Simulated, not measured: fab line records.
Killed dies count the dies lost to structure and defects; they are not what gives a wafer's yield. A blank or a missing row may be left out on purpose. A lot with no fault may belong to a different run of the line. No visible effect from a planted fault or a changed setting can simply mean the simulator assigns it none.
Matching of chambers    flow ritCmos    rieSi-01 running RIT_GATE_ETCH_19: 4 sister chambers
The step etches poly-Si in SF6/CHF3/O2, stops on SiO2, time 165 s, target depth 312.5 nm. 8 wafers are shown with their chamber, then 7 later ones without.

== WAFERS PAIRED WITH THEIR CHAMBERS ==
wafer   chamber  throttleValvePct (%)  drypumpMotorCurrentA (A)
L915.1  3        10.43                 5.7
L915.4  2        10.20                 6.4
L915.6  1        10.13                 5.7
L919.2  2        10.22                 6.3
L919.3  0        10.18                 6.4
L919.5  1        10.13                 5.6
L921.1  0        10.21                 6.4
L921.2  3        10.43                 5.6

== WAFERS WITHOUT THEIR CHAMBER ==
wafer   throttleValvePct (%)  drypumpMotorCurrentA (A)
L921.6  10.41                 5.6
L923.4  10.19                 6.4
L923.5  10.15                 5.6
L923.6  10.21                 6.4
L925.1  10.20                 6.4
L925.2  10.19                 6.4
L925.5  10.12                 5.6

== CHAMBER TAKEN BY EACH ==
wafer   from the rows above      in truth
L921.6  3                        3
L923.4  can't be placed: 0 or 2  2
L923.5  1                        1
L923.6  can't be placed: 2 or 0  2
L925.1  can't be placed: 0 or 2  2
L925.2  can't be placed: 0 or 2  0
L925.5  1                        1
3 of 7 placed correctly. These rows do not allow placing 4 (true chamber among the candidates in 4). Wrongly placed: 0.
How it was worked out, from the rows above alone: a wafer's distance from a chamber is the root of the sum, over the readings, of the square of ((its reading less the chamber's mean) divided by the reading's scatter). If the next closest chamber is less than 2 further off than the closest, the wafer can't be placed; otherwise it belongs to the closest. The mean given for a chamber averages the wafers shown for that chamber. The scatter: take each reading less its chamber's mean, square it, sum over the shown wafers, divide by the number of wafers less the number of chambers, and take the root.
